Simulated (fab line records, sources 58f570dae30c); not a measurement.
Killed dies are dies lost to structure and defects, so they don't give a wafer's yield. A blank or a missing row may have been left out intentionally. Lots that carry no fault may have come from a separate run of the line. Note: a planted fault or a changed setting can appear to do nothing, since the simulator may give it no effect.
A lot that was struck, set against a sound lot | flow berkeleyCmos170 | 31 out of 331 route steps
Sound: wafers L829.2, L829.4, L829.6. Wafers struck: L837.1, L837.4, L837.6. The cause comes at the end.
For every step that has rows: the tool of each side, followed by ch and its chambers, followed by its first start. Under that, the readings that differ: sound wafers | struck wafers | difference of the means | sigmas: that difference in standard deviations of wafers without a fault.
alike: readings with means less than 2 such deviations apart, plus words and numbers identical on both sides. not compared: withheld readings, readings lacking a value on some wafer, bounds such as >300 that could conceal the same value, and numbers that have no deviation in the record and whose values overlap.
Wherever a step has rows on one side only, a row that says differs or no value, or a row with sigmas, the two part there. Non-overlapping numbers with no deviation appear without sigmas and do not part them. Lack of a reading on every wafer of one side parts them only where that side has two or more wafers.

UCB170_SDANNEAL_RTA_01: time 5 s.
  sound on rtpAnneal-01 ch 0, day 7 20:24; struck on rtpAnneal-02 ch 0, day 9 07:58
reading          | sound          | struck         | difference | sigmas
lampPowerPct (%) | 32.4 32.4 32.4 | 36.6 36.6 36.6 | +4.2       | +2
  alike: chamberO2Ppm, wafer_temp_C_max
UCB170_SDANNEAL_RS_MEAS_02: a four-point-probe measurement.
  sound on filmMetro-02, day 7 20:28; struck on filmMetro-01, day 9 08:07
  alike: PSD_RS
UCB170_SDANNEAL_RS_MEAS_03: a four-point-probe measurement.
  sound on filmMetro-02, day 7 20:35; struck on filmMetro-01, day 9 08:14
  alike: NSD_RS
UCB170_SDANNEAL_RS_MEAS_04: a four-point-probe measurement.
  sound on filmMetro-02, day 7 20:43; struck on filmMetro-01, day 9 08:22
  alike: PLDD_RS
UCB170_SDANNEAL_RS_MEAS_05: a four-point-probe measurement.
  sound on filmMetro-02, day 7 20:50; struck on filmMetro-01, day 9 08:29
  alike: NLDD_RS
then, 2 steps without rows for these wafers: UCB170_SILICIDE_PRE_CLEAN_00 (preclean etch time 60 s); UCB170_SILICIDE_SPUTTER_01 (material Ti, target thk 30 nm, time 25 s).
UCB170_SILICIDE_RS_MEAS_02: a four-point-probe measurement.
  sound on filmMetro-04, day 7 21:02; struck on filmMetro-01, day 9 08:42
  alike: SILICIDE_TI_RS
UCB170_SILICIDE_THK_MEAS_03: measures by xrf.
  sound on filmMetro-04, day 7 21:09; struck on filmMetro-01, day 9 08:49
reading              | sound          | struck         | difference | sigmas
SILICIDE_TI_THK (nm) | 29.5 29.1 29.6 | 30.5 30.2 30.3 | +0.9       | +2
UCB170_SILICIDE_RTA_04: time 15 s.
  sound on rtpAnneal-01 ch 0, day 7 21:13; struck on rtpAnneal-01 ch 0, day 9 08:53
  alike: chamberO2Ppm, lampPowerPct, wafer_temp_C_max
then, 2 steps without rows for these wafers: UCB170_SILICIDE_WET_ETCH_05 (etches Ti in SPM, time 45 s); UCB170_CONTACT_CLEAN_00 (cleans in SPM, time 600 s).
UCB170_CONTACT_CVD_01: deposits PSG from SiH4/O2/PH3, target thk 700 nm, time 2820 s.
  sound on lpcvd-02 ch 1, day 7 21:29; struck on lpcvd-01 ch 1, day 9 14:07
UCB170_CONTACT_THK_MEAS_02:
  sound on filmMetro-02, day 7 23:16; struck on filmMetro-02, day 9 15:53
reading              | sound       | struck         | difference | sigmas
CONTACT_PSG_THK (nm) | 709 713 705 | 1389 1395 1406 | +688       | +99 or more
then, 3 steps without rows for these wafers: UCB170_CONTACT_HMDS_03 (prime time 60 s); UCB170_CONTACT_COAT_04 (resist thk 900 nm); UCB170_CONTACT_SOFTBAKE_05 (time 60 s).
UCB170_CONTACT_STRIP_06: strips in O2.
  sound on plasmaAsher-04 ch 1, day 7 23:46; struck on plasmaAsher-04 ch 0,1, day 9 16:31
  alike: drypumpMotorCurrentA, oesProductAu, stripTimeToEndpointS
  not compared: rfHoursCounterH
then, 8 steps without rows for these wafers: UCB170_CONTACT_CLEAN_07 (cleans in SPM, time 600 s); UCB170_CONTACT_RTA_08 (time 10 s); UCB170_CONTACT_COAT_09; UCB170_CONTACT_COAT_10 (resist thk 900 nm); UCB170_CONTACT_SOFTBAKE_11 (time 60 s); UCB170_CONTACT_EXPOSE_12 (exposes mask CONT, target cd 700 nm); UCB170_CONTACT_PEB_13; UCB170_CONTACT_DEVELOP_14 (develop time 45 s).
UCB170_CONTACT_CD_MEAS_15: target cd 700 nm.
  sound on cdSem-01, day 8 01:42; struck on cdSem-01, day 9 19:29
  alike: cdNm
UCB170_CONTACT_OVL_MEAS_16:
  sound on overlay-02, day 8 01:49; struck on overlay-01, day 9 19:37
  alike: CONTACT_OVL
UCB170_CONTACT_ETCH_17: etches BARC in N2/H2.
  sound on rieDiel-03 ch 2,3, day 8 01:50; struck on rieDiel-04 ch 1,2, day 9 19:39
reading              | sound             | struck            | difference | sigmas
throttleValvePct (%) | 13.00 12.96 13.19 | 13.69 13.28 13.71 | +0.51      | +2
  alike: drypumpMotorCurrentA, oesProductAu
UCB170_CONTACT_ETCH_18: etches PSG in CHF3/CF4/Ar, stops on TiSi2, target depth 840 nm, time 195 s.
  sound: rieDiel-03 ch 2,3; struck: rieDiel-04 ch 1,2
reading                           | sound             | struck            | difference | sigmas
oesProductAu (a.u.)               | 0.921 0.917 0.904 | 1.017 1.009 1.009 | +0.098     | +7
throttleValvePct (%)              | 6.72 6.73 6.90    | 7.13 6.91 7.14    | +0.28      | +2
model.CONTACT.featureDepthNm (nm) | 708.6 712.3 705.2 | 858.8 854.3 853.2 | +146.7     | 
model.etch.depthNm (nm)           | 708.6 712.3 705.2 | 858.8 854.3 853.2 | +146.7     | 
  alike: drypumpMotorCurrentA
  not compared: rfHoursCounterH
UCB170_CONTACT_STRIP_19: strips in O2.
  sound on plasmaAsher-01 ch 0,1, day 8 02:01; struck on plasmaAsher-04 ch 0,1, day 9 19:49
  alike: drypumpMotorCurrentA, oesProductAu
  not compared: rfHoursCounterH

WHERE THEY PART
First at UCB170_SDANNEAL_RTA_01; last, within this record, at UCB170_CONTACT_ETCH_18. Later steps at which nothing parts them and some readings are alike: UCB170_CONTACT_STRIP_19.

WHY: what the simulator had put in
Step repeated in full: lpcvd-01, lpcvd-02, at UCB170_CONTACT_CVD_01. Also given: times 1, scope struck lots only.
